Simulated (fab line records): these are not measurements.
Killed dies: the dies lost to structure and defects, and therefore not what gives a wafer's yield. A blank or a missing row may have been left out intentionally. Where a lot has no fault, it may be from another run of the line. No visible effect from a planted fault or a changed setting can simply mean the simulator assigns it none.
Struck lot and sound lot, side by side -- flow berkeley cmos170 -- 26 out of 331 route steps
Sound: wafers L588.4, L588.5, L588.6. Wafers L593.2, L593.5, L593.6 were the ones struck. At the end, the cause is stated.
At each step with rows: each side's tool, then ch and its chambers, then its first start. Under that, the readings that differ: sound wafers -- struck wafers -- difference of the means -- sigmas: that difference in standard deviations of wafers without a fault.
alike: same words and numbers on both sides, and readings whose means sit less than 2 such deviations apart. not compared: any withheld reading, any reading some wafer has no value for, any bound like >300 that may hide the same value, and any number with overlapping values for which the record gives no deviation.
A row with sigmas, a row that says differs or no value, or rows on one side alone: a step with any of these is where the two part. When numbers do not overlap yet have no deviation, they are printed without sigmas and do not part them. Lack of a reading on every wafer of one side parts them only where that side has two or more wafers.

first, 5 steps without rows for these wafers: UCB170_CONTACT_COAT_10 (resist thk 900 nm); UCB170_CONTACT_SOFTBAKE_11 (time 60 s); UCB170_CONTACT_EXPOSE_12 (exposes mask CONT, target cd 700 nm); UCB170_CONTACT_PEB_13; UCB170_CONTACT_DEVELOP_14 (develop time 45 s).
UCB170_CONTACT_CD_MEAS_15 targets a cd of 700 nm.
  sound: cd sem-01 at day 8 04:22; struck: cd sem-02 at day 8 14:15
reading,sound,struck,difference,sigmas
cd nm (nm),704.5 703.9 703.6,699.8 700.4 699.6,-4.1,-3
UCB170_CONTACT_OVL_MEAS_16:
  sound: overlay-02 at day 8 04:26; struck: overlay-01 at day 8 14:22
  alike: CONTACT_OVL
UCB170_CONTACT_ETCH_17: etches BARC in N2/H2.
  sound on rie diel-02 ch 1,2,3, day 8 04:27; struck on rie diel-01 ch 1,2,3, day 8 14:23
  alike: drypump motor current A, oes product au, throttle valve pct
UCB170_CONTACT_ETCH_18: etches PSG in CHF3/CF4/Ar, stops on TiSi2, target depth 840 nm, time 195 s.
  sound on rie diel-02 ch 1,2,3; struck on rie diel-01 ch 1,2,3
  alike: drypump motor current A, oes product au, throttle valve pct
  not compared: rf hours counter h
UCB170_CONTACT_STRIP_19: strips in O2.
  sound on plasma asher-01 ch 0,1, day 8 04:39; struck on plasma asher-01 ch 0,1, day 8 14:33
  alike: drypump motor current A, oes product au
  not compared: rf hours counter h
UCB170_CONTACT_CD_MEAS_90 targets a cd of 700 nm.
  sound: cd sem-01 at day 8 04:47; struck: cd sem-02 at day 8 14:40
reading,sound,struck,difference,sigmas
cd nm (nm),705.1 703.5 702.9,700.2 699.8 700.1,-3.8,-2
then, 1 step without rows for these wafers: UCB170_CONTACT_CLEAN_20 (cleans in SPM, time 600 s).
UCB170_M1_SPUTTER_00: material Al, target thk 600 nm, time 80 s.
  sound: pvd sputter-03 at day 8 05:04; struck: pvd sputter-03 at day 8 14:57
reading,sound,struck,difference,sigmas
model.Al_of_M1_SPUTTER_00.thk nm (nm),604.1 609.3 609.9,744.2 745.2 742.6,+136.2,
  alike: cathode dc power W, throttle valve pct
UCB170_M1_RS_MEAS_01: uses a four-point probe to measure.
  sound: film metro-04 at day 8 05:11; struck: film metro-03 at day 8 15:02
reading,sound,struck,difference,sigmas
M1_AL_RS (ohm/sq),0.0482 0.0477 0.0478,0.0389 0.0390 0.0391,-0.0089,-22
UCB170_M1_THK_MEAS_02: measures by xrf.
  sound: film metro-04 at day 8 05:16; struck: film metro-03 at day 8 15:08
reading,sound,struck,difference,sigmas
M1_AL_THK (nm),606 611 611,758 763 758,+150,+24
then, 6 steps without rows for these wafers: UCB170_M1_COAT_03; UCB170_M1_COAT_04 (resist thk 900 nm); UCB170_M1_SOFTBAKE_05 (time 60 s); UCB170_M1_EXPOSE_06 (exposes mask METAL1, target cd 700 nm); UCB170_M1_PEB_07; UCB170_M1_DEVELOP_08 (develop time 45 s).
UCB170_M1_CD_MEAS_09 targets a cd of 700 nm.
  sound: cd sem-02 at day 8 06:33; struck: cd sem-02 at day 8 16:19
  alike: cd nm
UCB170_M1_OVL_MEAS_10:
  sound: overlay-02 at day 8 06:38; struck: overlay-02 at day 8 16:26
  alike: M1_OVL
UCB170_M1_ETCH_11: etches BARC in N2/H2.
  sound on rie diel-04 ch 2,3, day 8 06:38; struck on rie diel-02 ch 1,2, day 8 16:28
  alike: drypump motor current A, oes product au, throttle valve pct
UCB170_M1_METAL_ETCH_12: etches Al in Cl2/BCl3, stops on PSG, target depth 780 nm, time 130 s.
  sound on rie metal-01 ch 0,1, day 8 06:44; struck on rie metal-01 ch 0,1, day 8 16:30
reading,sound,struck,difference,sigmas
oes product au (a.u.),0.842 0.848 0.870,0.969 0.953 0.961,+0.108,+9
  alike: drypump motor current A, throttle valve pct
  not compared: rf hours counter h
UCB170_M1_STRIP_13: strips in O2.
  sound on plasma asher-01 ch 0,1, day 8 06:51; struck on plasma asher-03 ch 0,1, day 8 16:38
  alike: drypump motor current A, oes product au
  not compared: rf hours counter h

== WHERE THEY PART ==
At UCB170_CONTACT_CD_MEAS_15 first; at UCB170_M1_METAL_ETCH_12 last (within this record only). Later steps at which nothing parts them and some readings are alike: UCB170_M1_STRIP_13.

WHY: what had been put in by the simulator
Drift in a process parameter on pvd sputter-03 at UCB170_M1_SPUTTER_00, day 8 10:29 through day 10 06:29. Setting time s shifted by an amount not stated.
